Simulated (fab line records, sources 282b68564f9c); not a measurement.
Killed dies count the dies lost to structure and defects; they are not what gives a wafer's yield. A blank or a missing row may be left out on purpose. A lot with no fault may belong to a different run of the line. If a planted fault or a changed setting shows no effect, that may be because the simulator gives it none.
fab line records + flow ritCmos
[record]
- lots = 7
- wafers = 21
- lastDay = 7
route steps=202 shown NWELL@38 PWELL@39 WELLDRIVE@50 NRETRO@53 M1@202
lots untouched by any fault: they come from a run of this same line in which no faults occurred
startH: start of the lot's first displayed wafer, in hours after the record's first day + waitH: hours since the lot's step before + " identical to the entry in the row above + L1.1+2: several wafers, shown together as one row + - no value present, or no start provided + * or withheld: withheld + < > ~ a bound
route shown NAME@n: names a module that has steps shown in the file, with the first one's number in the route + usual: mean/standard deviation taken from wafers without a fault + same: alike in all rows + chamber/n: place in a boat + sites: readings site by site + _std_site: standard deviation across them + _edge_site: mean of outer sites minus mean of inner sites + radiusMm: how far each site lies from the wafer's centre + mask NAME#n: copy n + behind: the last tool/chamber to shape the wafer + hold: what put the lot on hold/how long, in hours/how the hold closed + device: names the non-switching transistor (n, p or np) + end of line: tests run on the same wafers once the route is complete + where a step has no rows: the recipe by itself + killed: dies that structure and defects cost at the first sort, which is not the same as the wafer's yield + map: a wafer's dies, x killed, . not, _ none there
set.NAME: the setting that was run; set.NAME@STEP: the one run at that earlier step + model.NAME: the simulator's own value behind a step, which no gauge read
certain route steps with their lots: each step a table, each wafer a row
services: a tool's chamber out of use, with start hour (startH, from the record's first day; less than 0 if before it), hours out, and reason
[[steps]]
[step RIT_NWELL_TW_MEAS_10]
[usual]
- NWELL_TW = 2178/19
| lot.wafer | tool         | chamber | startH | waitH | NWELL_TW |
|-----------|--------------|---------|--------|-------|----------|
| L255.1    | filmMetro-02 | -       | 39.17  | 0.1   | 2211     |
| L255.4    | "            | -       | "      | "     | 2199     |
| L255.6    | "            | -       | "      | "     | 2198     |
| L257.2    | filmMetro-03 | -       | 46.96  | 0.1   | 2165     |
| L257.3    | "            | -       | "      | "     | 2161     |
| L257.4    | "            | -       | "      | "     | 2172     |
| L264.1    | filmMetro-03 | -       | 82.15  | 0.1   | 2156     |
| L264.3    | "            | -       | "      | "     | 2163     |
| L264.6    | "            | -       | "      | "     | 2147     |
| L265.3    | filmMetro-02 | -       | 88.17  | 0.1   | 2208     |
| L265.4    | "            | -       | "      | "     | 2199     |
| L265.6    | "            | -       | "      | "     | 2210     |
| L267.2    | filmMetro-03 | -       | 98.21  | 0.1   | 2146     |
| L267.4    | "            | -       | "      | "     | 2151     |
| L267.6    | "            | -       | "      | "     | 2152     |
| L268.1    | filmMetro-03 | -       | 101.51 | 0.1   | 2157     |
| L268.2    | "            | -       | "      | "     | 2153     |
| L268.5    | "            | -       | "      | "     | 2161     |
| L274.1    | filmMetro-04 | -       | 131.20 | 0.1   | 2185     |
| L274.5    | "            | -       | "      | "     | 2189     |
| L274.6    | "            | -       | "      | "     | 2197     |
[step RIT_PWELL_HMDS_00]
[recipe]
- primeTimeS = 60
- primeTempC = 140
[step RIT_PWELL_COAT_01]
[recipe]
- resist = NOVOLAK
- spinRpm = 2000
- resistThkNm = 1300
[step RIT_PWELL_SOFTBAKE_02]
[recipe]
- resist = NOVOLAK
- tempC = 90
- timeS = 60
[step RIT_PWELL_EXPOSE_03]
[recipe]
- maskId = M3
- na = 0.57
- targetCdNm = 43700
- doseMj = 250
[step RIT_PWELL_PEB_04]
[recipe]
- resist = NOVOLAK
- tempC = withheld
- timeS = withheld
[step RIT_PWELL_DEVELOP_05]
[recipe]
- resist = NOVOLAK
- developTimeS = 68
- devTempC = 23
[step RIT_PWELL_OVL_MEAS_06]
[usual]
- PWELL_OVL = 0.5/1.5
| lot.wafer | tool       | chamber | startH | waitH | PWELL_OVL[nm] |
|-----------|------------|---------|--------|-------|---------------|
| L255.1    | overlay-02 | -       | 40.18  | -     | -1.8          |
| L255.4    | "          | -       | "      | "     | -1.0          |
| L255.6    | "          | -       | "      | "     | 1.3           |
| L257.2    | overlay-02 | -       | 48.06  | -     | 3.9           |
| L257.3    | "          | -       | "      | "     | 2.3           |
| L257.4    | "          | -       | "      | "     | 2.7           |
| L264.1    | overlay-02 | -       | 83.32  | -     | 1.0           |
| L264.3    | "          | -       | "      | "     | 0.8           |
| L264.6    | "          | -       | "      | "     | 0.0           |
| L265.3    | overlay-02 | -       | 89.10  | -     | 0.4           |
| L265.4    | "          | -       | "      | "     | -1.4          |
| L265.6    | "          | -       | "      | "     | 1.1           |
| L267.2    | overlay-02 | -       | 99.27  | -     | 3.5           |
| L267.4    | "          | -       | "      | "     | 0.6           |
| L267.6    | "          | -       | "      | "     | 2.6           |
| L268.1    | overlay-02 | -       | 102.57 | -     | -2.0          |
| L268.2    | "          | -       | "      | "     | -1.8          |
| L268.5    | "          | -       | "      | "     | 0.3           |
| L274.1    | overlay-01 | -       | 132.25 | -     | 1.6           |
| L274.5    | "          | -       | "      | "     | -0.3          |
| L274.6    | "          | -       | "      | "     | -0.8          |
[step RIT_PWELL_HARDBAKE_07]
[recipe]
- resist = NOVOLAK
- tempC = 140
- timeS = 120
[step RIT_PWELL_IMPLANT_08]
[recipe]
- species = B
- energyKev = 170
- doseCm2 = 7e+13
- tiltDeg = 7
[step RIT_PWELL_STRIP_09]
[recipe]
- chemistry = O2
- timeS = 180
- resist = NOVOLAK
- platenTempC = withheld
- powerW = 500
- pressureMtorr = 4000
- o2FlowSccm = 4000
[usual]
- drypumpMotorCurrentA = 5.7/0.35
| lot.wafer | tool           | chamber | startH | waitH | drypumpMotorCurrentA | rfHoursCounterH |
|-----------|----------------|---------|--------|-------|----------------------|-----------------|
| L255.1    | plasmaAsher-03 | 0       | 40.62  | 0.1   | 5.8                  | 42              |
| L255.4    | "              | 1       | "      | "     | 5.7                  | -               |
| L255.6    | "              | 1       | "      | "     | 5.6                  | -               |
| L257.2    | plasmaAsher-02 | 0       | 48.60  | 0.1   | 5.7                  | 22              |
| L257.3    | "              | 0       | "      | "     | 5.6                  | -               |
| L257.4    | "              | 1       | "      | "     | 6.1                  | -               |
| L264.1    | plasmaAsher-01 | 0       | 83.75  | 0.1   | 5.1                  | 45              |
| L264.3    | "              | 0       | "      | "     | 5.0                  | -               |
| L264.6    | "              | 0       | "      | "     | 5.0                  | -               |
| L265.3    | plasmaAsher-01 | 0       | 89.58  | 0.1   | 5.0                  | -               |
| L265.4    | "              | 1       | "      | "     | 6.0                  | -               |
| L265.6    | "              | 1       | "      | "     | 6.0                  | -               |
| L267.2    | plasmaAsher-03 | 1       | 99.70  | 0.1   | 5.7                  | 48              |
| L267.4    | "              | 0       | "      | "     | 5.7                  | -               |
| L267.6    | "              | 0       | "      | "     | 5.7                  | -               |
| L268.1    | plasmaAsher-01 | 0       | 103.01 | 0.1   | 5.0                  | 47              |
| L268.2    | "              | 1       | "      | "     | 6.0                  | 47              |
| L268.5    | "              | 1       | "      | "     | 6.0                  | -               |
| L274.1    | plasmaAsher-03 | 0       | 132.69 | 0.1   | 5.8                  | 54              |
| L274.5    | "              | 0       | "      | "     | 5.8                  | -               |
| L274.6    | "              | 1       | "      | "     | 5.7                  | -               |
[step RIT_PWELL_TW_MEAS_10]
[usual]
- PWELL_TW = 958/8.3
| lot.wafer | tool         | chamber | startH | waitH | PWELL_TW |
|-----------|--------------|---------|--------|-------|----------|
| L255.1    | filmMetro-02 | -       | 40.79  | 0.1   | 967      |
| L255.4    | "            | -       | "      | "     | 972      |
| L255.6    | "            | -       | "      | "     | 970      |
| L257.2    | filmMetro-02 | -       | 48.79  | 0.1   | 966      |
| L257.3    | "            | -       | "      | "     | 968      |
| L257.4    | "            | -       | "      | "     | 968      |
| L264.1    | filmMetro-03 | -       | 83.93  | 0.1   | 951      |
| L264.3    | "            | -       | "      | "     | 949      |
| L264.6    | "            | -       | "      | "     | 957      |
| L265.3    | filmMetro-04 | -       | 89.72  | 0.1   | 963      |
| L265.4    | "            | -       | "      | "     | 966      |
| L265.6    | "            | -       | "      | "     | 967      |
| L267.2    | filmMetro-03 | -       | 99.89  | 0.1   | 951      |
| L267.4    | "            | -       | "      | "     | 946      |
| L267.6    | "            | -       | "      | "     | 952      |
| L268.1    | filmMetro-03 | -       | 103.18 | 0.1   | 951      |
| L268.2    | "            | -       | "      | "     | 952      |
| L268.5    | "            | -       | "      | "     | 948      |
| L274.1    | filmMetro-02 | -       | 132.86 | 0.1   | 958      |
| L274.5    | "            | -       | "      | "     | 964      |
| L274.6    | "            | -       | "      | "     | 959      |
[step RIT_WELLDRIVE_ANNEAL_00]
[recipe]
- tempC = 1100
- timeS = 14700
- ambient = N2
[usual]
- spikeTcCentreC = 1103.1/1
- spikeTcLoadC = 1127.0/2.9
- spikeTcSourceC = 1123.1/1.6
- tubeCenterTempC = 1100/0.099
- tube_center_temp_C_max = 1102.8/0.48
- zonePowerSourcePct = 43.2/2.6
| lot.wafer | tool       | chamber | startH | waitH | spikeTcCentreC | spikeTcLoadC | spikeTcSourceC | tubeCenterTempC | tube_center_temp_C_max | zonePowerSourcePct |
|-----------|------------|---------|--------|-------|----------------|--------------|----------------|-----------------|------------------------|--------------------|
| L255.1    | furnace-02 | 0       | 40.85  | 0.1   | 1102.5         | 1120.6       | 1121.5         | 1100.1          | 1102.7                 | 39.7               |
| L255.4    | "          | 0       | "      | "     | 1102.8         | 1120.8       | 1120.6         | 1099.9          | 1102.1                 | 39.6               |
| L255.6    | "          | 0       | "      | "     | 1102.1         | 1122.0       | 1119.7         | 1100            | 1102.5                 | 38.8               |
| L257.2    | furnace-03 | 0       | 48.84  | 0.0   | 1103.0         | 1127.5       | 1121.3         | 1100            | 1103.4                 | 45.7               |
| L257.3    | "          | 0       | "      | "     | 1101.8         | 1126.5       | 1122.7         | 1100.1          | 1103.8                 | 45.4               |
| L257.4    | "          | 0       | "      | "     | 1103.2         | 1127.5       | 1123.6         | 1099.9          | 1102.0                 | 45.9               |
| L264.1    | furnace-03 | 0       | 84.52  | 0.6   | 1124.8         | 1149.6       | 1144.6         | 1121.9          | 1124.7                 | 47.5               |
| L264.3    | "          | 0       | "      | "     | 1126.4         | 1146.8       | 1143.9         | 1122.1          | 1124.3                 | 47.8               |
| L264.6    | "          | 0       | "      | "     | 1125.6         | 1149.1       | 1145.4         | 1122            | 1124.6                 | 48.1               |
| L265.3    | furnace-03 | 0       | 89.76  | 0.0   | 1125.8         | 1147.0       | 1144.8         | 1122            | 1124.9                 | 48.1               |
| L265.4    | "          | 0       | "      | "     | 1124.4         | 1149.4       | 1144.4         | 1121.8          | 1124.3                 | 47.9               |
| L265.6    | "          | 0       | "      | "     | 1125.4         | 1149.8       | 1145.6         | 1122            | 1124.7                 | 48.4               |
| L267.2    | furnace-01 | 0       | 99.94  | 0.0   | 1104.3         | 1129.4       | 1125.6         | 1100            | 1102.6                 | 41.4               |
| L267.4    | "          | 0       | "      | "     | 1103.8         | 1128.9       | 1125.5         | 1100.2          | 1102.9                 | 41.4               |
| L267.6    | "          | 0       | "      | "     | 1104.3         | 1131.8       | 1125.7         | 1100            | 1103.3                 | 41.3               |
| L268.1    | furnace-03 | 0       | 103.24 | 0.1   | 1123.9         | 1149.8       | 1145.1         | 1121.9          | 1125.6                 | 47.7               |
| L268.2    | "          | 0       | "      | "     | 1123.7         | 1150.5       | 1144.8         | 1122.1          | 1125.3                 | 47.4               |
| L268.5    | "          | 0       | "      | "     | 1126.6         | 1148.4       | 1145.0         | 1121.9          | 1126.2                 | 48.1               |
| L274.1    | furnace-01 | 0       | 133.69 | 0.8   | 1102.5         | 1128.5       | 1124.0         | 1100            | 1102.4                 | 42.1               |
| L274.5    | "          | 0       | "      | "     | 1104.7         | 1130.4       | 1124.3         | 1100            | 1103.0                 | 40.8               |
| L274.6    | "          | 0       | "      | "     | 1103.0         | 1131.0       | 1124.8         | 1100            | 1102.4                 | 41.2               |
[step RIT_WELLDRIVE_RS_MEAS_01]
[recipe]
- thkMeasGauge = four-point-probe
[usual]
- NWELL_RS = 271.8/0.79
| lot.wafer | tool         | chamber | startH | waitH | NWELL_RS[ohm/sq] |
|-----------|--------------|---------|--------|-------|------------------|
| L255.1    | filmMetro-04 | -       | 45.94  | 0.0   | 270.5            |
| L255.4    | "            | -       | "      | "     | 270.3            |
| L255.6    | "            | -       | "      | "     | 270.8            |
| L257.2    | filmMetro-03 | -       | 53.94  | 0.0   | 271.6            |
| L257.3    | "            | -       | "      | "     | 271.0            |
| L257.4    | "            | -       | "      | "     | 270.8            |
| L264.1    | filmMetro-02 | -       | 89.61  | 0.0   | 249.6            |
| L264.3    | "            | -       | "      | "     | 249.8            |
| L264.6    | "            | -       | "      | "     | 250.5            |
| L265.3    | filmMetro-02 | -       | 94.88  | 0.0   | 247.8            |
| L265.4    | "            | -       | "      | "     | 248.2            |
| L265.6    | "            | -       | "      | "     | 248.1            |
| L267.2    | filmMetro-03 | -       | 105.04 | 0.0   | 270.2            |
| L267.4    | "            | -       | "      | "     | 271.3            |
| L267.6    | "            | -       | "      | "     | 271.4            |
| L268.1    | filmMetro-04 | -       | 108.33 | 0.0   | 248.6            |
| L268.2    | "            | -       | "      | "     | 248.9            |
| L268.5    | "            | -       | "      | "     | 248.6            |
| L274.1    | filmMetro-03 | -       | 138.77 | 0.0   | 271.6            |
| L274.5    | "            | -       | "      | "     | 270.4            |
| L274.6    | "            | -       | "      | "     | 271.0            |
[step RIT_WELLDRIVE_RS_MEAS_02]
[recipe]
- thkMeasGauge = four-point-probe
[usual]
- PWELL_RS = 429.3/1.2
| lot.wafer | tool         | chamber | startH | waitH | PWELL_RS[ohm/sq] |
|-----------|--------------|---------|--------|-------|------------------|
| L255.1    | filmMetro-04 | -       | 46.06  | 0.1   | 429.6            |
| L255.4    | "            | -       | "      | "     | 430.0            |
| L255.6    | "            | -       | "      | "     | 428.6            |
| L257.2    | filmMetro-03 | -       | 54.06  | 0.1   | 427.3            |
| L257.3    | "            | -       | "      | "     | 427.8            |
| L257.4    | "            | -       | "      | "     | 429.0            |
| L264.1    | filmMetro-02 | -       | 89.73  | 0.1   | 407.4            |
| L264.3    | "            | -       | "      | "     | 406.4            |
| L264.6    | "            | -       | "      | "     | 405.8            |
| L265.3    | filmMetro-02 | -       | 95.00  | 0.1   | 406.5            |
| L265.4    | "            | -       | "      | "     | 404.7            |
| L265.6    | "            | -       | "      | "     | 405.4            |
| L267.2    | filmMetro-03 | -       | 105.16 | 0.1   | 427.2            |
| L267.4    | "            | -       | "      | "     | 426.7            |
| L267.6    | "            | -       | "      | "     | 427.1            |
| L268.1    | filmMetro-04 | -       | 108.45 | 0.1   | 404.7            |
| L268.2    | "            | -       | "      | "     | 405.9            |
| L268.5    | "            | -       | "      | "     | 405.3            |
| L274.1    | filmMetro-03 | -       | 138.89 | 0.1   | 429.2            |
| L274.5    | "            | -       | "      | "     | 429.0            |
| L274.6    | "            | -       | "      | "     | 428.5            |
[step RIT_NRETRO_HMDS_00]
[recipe]
- primeTimeS = 60
- primeTempC = 140
[step RIT_M1_PROBE_99]
[usual]
- killed_at_M0_to_M3 = 0.0/0.14
- killedAtContacts = 0.1/0.26
- killedAtFrontEnd = 7/3.2
- killedDies = 7/3.2
- killedOpen = 3.2/2.1
- killedShort = 3.7/2.1
[same]
- grossDies = 264
- killed_at_M4_up = 0
- killedAtBackSide = 0
- killedAtOther = 0
| lot.wafer | tool      | chamber | startH | waitH | killed_at_M0_to_M3 | killedAtContacts | killedAtFrontEnd | killedDies | killedOpen | killedShort | model.etest.pmos_0p3.rOnOhmUm | model.etest.nmos_0p3.rOnOhmUm | model.etest.nwellPinched.rsOhmSq | model.etest.pwellPinched.rsOhmSq | model.etest.pwell.rsOhmSq | model.etest.nmosNarrow.driveUaUm | model.etest.nmos_0p3.driveUaUm | model.etest.pmosNarrow.driveUaUm |
|-----------|-----------|---------|--------|-------|--------------------|------------------|------------------|------------|------------|-------------|-------------------------------|-------------------------------|----------------------------------|----------------------------------|---------------------------|----------------------------------|--------------------------------|----------------------------------|
| L255.1    | prober-01 | -       | 75.90  | 0.1   | 0                  | 0                | 11               | 11         | 6          | 5           | 6382                          | 2153                          | 329.3                            | 459.1                            | 420.2                     | 225.3                            | 224.2                          | 100.9                            |
| L255.4    | prober-01 | -       | 76.05  | 0.2   | 0                  | 0                | 9                | 9          | 3          | 6           | 6311                          | 2142                          | 326                              | 453                              | 416.1                     | 228.6                            | 226.1                          | 101.7                            |
| L255.6    | prober-01 | -       | 76.15  | 0.2   | 0                  | 0                | 7                | 7          | 2          | 5           | 6292                          | 2168                          | 334                              | 460.7                            | 415.6                     | 230.1                            | 225.7                          | 103.2                            |
| L257.2    | prober-01 | -       | 84.57  | 0.1   | 0                  | 0                | 6                | 6          | 2          | 4           | 6345                          | 2156                          | 333.6                            | 463.4                            | 419.4                     | 221.6                            | 218.7                          | 98.76                            |
| L257.3    | prober-01 | -       | 84.62  | 0.2   | 0                  | 0                | 14               | 14         | 3          | 11          | 6267                          | 2138                          | 329.1                            | 454                              | 416.6                     | 221.9                            | 219.1                          | 99.72                            |
| L257.4    | prober-01 | -       | 84.67  | 0.2   | 0                  | 0                | 8                | 8          | 8          | 0           | 6344                          | 2164                          | 334.7                            | 464.3                            | 421                       | 225.1                            | 221.1                          | 100.7                            |
| L264.1    | prober-02 | -       | 119.62 | 0.1   | 0                  | 0                | 7                | 7          | 5          | 2           | 6329                          | 2144                          | 291.9                            | 426.6                            | 391.7                     | 235.7                            | 230.7                          | 104.6                            |
| L264.3    | prober-02 | -       | 119.72 | 0.2   | 0                  | 0                | 11               | 11         | 4          | 7           | 6279                          | 2144                          | 295.6                            | 427.1                            | 391.5                     | 230.6                            | 232.1                          | 104.2                            |
| L264.6    | prober-02 | -       | 119.87 | 0.2   | 0                  | 0                | 5                | 5          | 2          | 3           | 6390                          | 2172                          | 290.9                            | 423                              | 392.2                     | 229                              | 230.9                          | 101.2                            |
| L265.3    | prober-01 | -       | 123.77 | 0.2   | 0                  | 0                | 11               | 11         | 6          | 5           | 6284                          | 2221                          | 294.7                            | 428.3                            | 389.9                     | 224.7                            | 226.2                          | 104.5                            |
| L265.4    | prober-01 | -       | 123.82 | 0.2   | 0                  | 1                | 9                | 10         | 4          | 6           | 6245                          | 2201                          | 295.5                            | 438.6                            | 396.9                     | 229.8                            | 229                            | 106.1                            |
| L265.6    | prober-01 | -       | 123.92 | 0.2   | 0                  | 0                | 2                | 2          | 0          | 2           | 6269                          | 2190                          | 293.6                            | 426.1                            | 388.8                     | 227                              | 229                            | 105.4                            |
| L267.2    | prober-01 | -       | 134.99 | 0.1   | 0                  | 0                | 8                | 8          | 5          | 3           | 6314                          | 2157                          | 328                              | 455.4                            | 412.3                     | 226.3                            | 226.9                          | 99.66                            |
| L267.4    | prober-01 | -       | 135.09 | 0.2   | 0                  | 0                | 12               | 12         | 7          | 5           | 6307                          | 2193                          | 336.6                            | 459.1                            | 413.2                     | 225.5                            | 226.7                          | 100.5                            |
| L267.6    | prober-01 | -       | 135.19 | 0.2   | 1                  | 0                | 8                | 9          | 3          | 6           | 6306                          | 2166                          | 331.4                            | 457.5                            | 416.3                     | 223.7                            | 225.7                          | 100.8                            |
| L268.1    | prober-02 | -       | 138.56 | 0.1   | 0                  | 0                | 3                | 3          | 0          | 3           | 6194                          | 2113                          | 291.7                            | 431.3                            | 398.8                     | 230.6                            | 227.9                          | 105.9                            |
| L268.2    | prober-02 | -       | 138.61 | 0.1   | 0                  | 0                | 4                | 4          | 2          | 2           | 6317                          | 2156                          | 294.5                            | 428                              | 395.7                     | 225.7                            | 225.4                          | 102.5                            |
| L268.5    | prober-02 | -       | 138.76 | 0.2   | 0                  | 0                | 5                | 5          | 2          | 3           | 6295                          | 2146                          | 292.3                            | 427.9                            | 397.4                     | 228.2                            | 226.6                          | 104.2                            |
| L274.1    | prober-02 | -       | 167.84 | 0.1   | 0                  | 0                | 10               | 10         | 5          | 5           | 6227                          | 2122                          | 323.9                            | 452.3                            | 416.8                     | 225.6                            | 227.3                          | 101.5                            |
| L274.5    | prober-02 | -       | 168.04 | 0.2   | 0                  | 0                | 7                | 7          | 1          | 6           | 6358                          | 2179                          | 331.9                            | 463.6                            | 422.7                     | 232.4                            | 229                            | 100.9                            |
| L274.6    | prober-02 | -       | 168.09 | 0.2   | 0                  | 0                | 10               | 10         | 5          | 5           | 6378                          | 2150                          | 327.5                            | 455.1                            | 421.5                     | 229.2                            | 226.7                          | 99.63                            |
// killed by level:class
L255.1 GATE:geometricParticle:short=5 GATE:geometricParticle:open=3 FOX1:geometricParticle:open=2 SILICIDE:geometricParticle:open=1
L255.4 GATE:geometricParticle:short=3 SPACER:geometricParticle:short=2 FOX1:geometricParticle:short=1 GATE:geometricParticle:open=1 REOX:geometricParticle:open=1 SPACER:geometricParticle:open=1
L255.6 REOX:geometricParticle:short=2 SPACER:geometricParticle:short=2 FOX1:geometricParticle:open=1 GATE:geometricParticle:open=1 GATE:geometricParticle:short=1
L257.2 FOX1:geometricParticle:short=1 FOX1:geometricParticle:open=1 FOX2:geometricParticle:short=1 GATE:geometricParticle:short=1 GATE:geometricParticle:open=1 SILICIDE:geometricParticle:short=1
L257.3 SPACER:geometricParticle:short=4 GATE:geometricParticle:short=3 FOX2:geometricParticle:short=2 REOX:geometricParticle:short=2 GATE:geometricParticle:open=1 SPACER:geometricParticle:open=1 SILICIDE:geometricParticle:open=1
L257.4 GATE:geometricParticle:open=3 FOX1:geometricParticle:open=2 SILICIDE:geometricParticle:open=2 SPACER:geometricParticle:open=1
L264.1 FOX1:geometricParticle:short=2 GATE:geometricParticle:open=2 REOX:geometricParticle:open=2 FOX1:geometricParticle:open=1
L264.3 GATE:geometricParticle:short=5 FOX1:geometricParticle:open=1 FOX1:geometricParticle:short=1 GATE:geometricParticle:open=1 REOX:geometricParticle:open=1 SILICIDE:geometricParticle:short=1 SILICIDE:geometricParticle:open=1
L264.6 FOX1:geometricParticle:open=1 FOX1:geometricParticle:short=1 FOX2:geometricParticle:open=1 GATE:geometricParticle:short=1 REOX:geometricParticle:short=1
L265.3 FOX1:geometricParticle:short=2 GATE:geometricParticle:open=2 REOX:geometricParticle:open=2 SPACER:geometricParticle:open=2 FOX2:geometricParticle:short=1 GATE:geometricParticle:short=1 REOX:geometricParticle:short=1
L265.4 GATE:geometricParticle:open=2 GATE:geometricParticle:short=2 FOX1:geometricParticle:short=1 FOX2:geometricParticle:open=1 CONTACT:geometricParticle:short=1 REOX:geometricParticle:open=1 SPACER:geometricParticle:short=1 SILICIDE:geometricParticle:short=1
L265.6 REOX:geometricParticle:short=1 SPACER:geometricParticle:short=1
L267.2 SILICIDE:geometricParticle:open=3 FOX1:geometricParticle:short=2 FOX1:geometricParticle:open=1 GATE:geometricParticle:open=1 SILICIDE:geometricParticle:short=1
L267.4 GATE:geometricParticle:open=3 FOX1:geometricParticle:open=2 FOX1:geometricParticle:short=2 REOX:geometricParticle:open=2 GATE:geometricParticle:short=1 SPACER:geometricParticle:short=1 SILICIDE:geometricParticle:short=1
L267.6 GATE:geometricParticle:short=2 SPACER:geometricParticle:short=2 FOX2:geometricParticle:open=1 REOX:geometricParticle:open=1 REOX:geometricParticle:short=1 SPACER:geometricParticle:open=1 M1:geometricParticle:short=1
L268.1 GATE:geometricParticle:short=1 REOX:geometricParticle:short=1 SILICIDE:geometricParticle:short=1
L268.2 FOX2:geometricParticle:open=1 GATE:geometricParticle:short=1 SILICIDE:geometricParticle:short=1 SILICIDE:geometricParticle:open=1
L268.5 FOX1:geometricParticle:short=1 FOX2:geometricParticle:open=1 FOX2:geometricParticle:short=1 GATE:geometricParticle:open=1 SPACER:geometricParticle:short=1
L274.1 FOX1:geometricParticle:open=4 FOX1:geometricParticle:short=2 REOX:geometricParticle:short=2 GATE:geometricParticle:open=1 GATE:geometricParticle:short=1
L274.5 GATE:geometricParticle:short=2 REOX:geometricParticle:short=2 FOX2:geometricParticle:short=1 GATE:geometricParticle:open=1 SPACER:geometricParticle:short=1
L274.6 REOX:geometricParticle:open=3 GATE:geometricParticle:short=2 REOX:geometricParticle:short=2 FOX1:geometricParticle:open=1 SPACER:geometricParticle:open=1 SILICIDE:geometricParticle:short=1
[[services]]
| tool           | chamber | startH | hours | kind   |
|----------------|---------|--------|-------|--------|
| furnace-03     | -       | 44.14  | 3.6   | pm     |
| furnace-03     | -       | 81.18  | 3.3   | pm     |
| plasmaAsher-02 | -       | 92.79  | 55.8  | repair |
| furnace-01     | -       | 112.71 | 2.9   | pm     |
| furnace-01     | -       | 128.76 | 3.0   | pm     |
[[key]]
[firstSign]
- step = RIT_WELLDRIVE_ANNEAL_00
- reading = tubeCenterTempC
- direction = up
- sigmas = 99+
- usual = *
- struck = *
[effect]
- step = RIT_WELLDRIVE_ANNEAL_00
- reading = tube_center_temp_C_max
- direction = up
- sigmas = 46
- usual = *
- struck = *
[effect]
- step = RIT_WELLDRIVE_RS_MEAS_01
- reading = NWELL_RS
- direction = down
- sigmas = 29
- usual = 271.8
- struck = 248.9
[effect]
- step = RIT_WELLDRIVE_RS_MEAS_02
- reading = PWELL_RS
- direction = down
- sigmas = 20
- usual = 429.3
- struck = 405.8
[modelEffect]
- step = RIT_M1_PROBE_99
- value = etest.pmos_0p3.rOnOhmUm
- without = 6495
- struck = 6289
metAt RIT_WELLDRIVE_ANNEAL_00
struckWafers L264.1,L264.3,L264.6,L265.3,L265.4,L265.6,L268.1,L268.2,L268.5
testerLeftOut L264,L265,L268
[fault]
- kind = processParameterDrift
- tool = furnace-03
- chamber = -
- onsetH = 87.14
- steps = RIT_WELLDRIVE_ANNEAL_00
- channel = tempC
- offset = *
- shape = step
- endH = 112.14
- actsIn = *
- stated = *
// testerLeftOut: of these lots the tester's yield and bins aren't shown, on N5 and GAA mostly nor the transistor test; their killed dies are dies lost to structure and defects alone, not to doping, threshold or leakage, so they don't give the yield
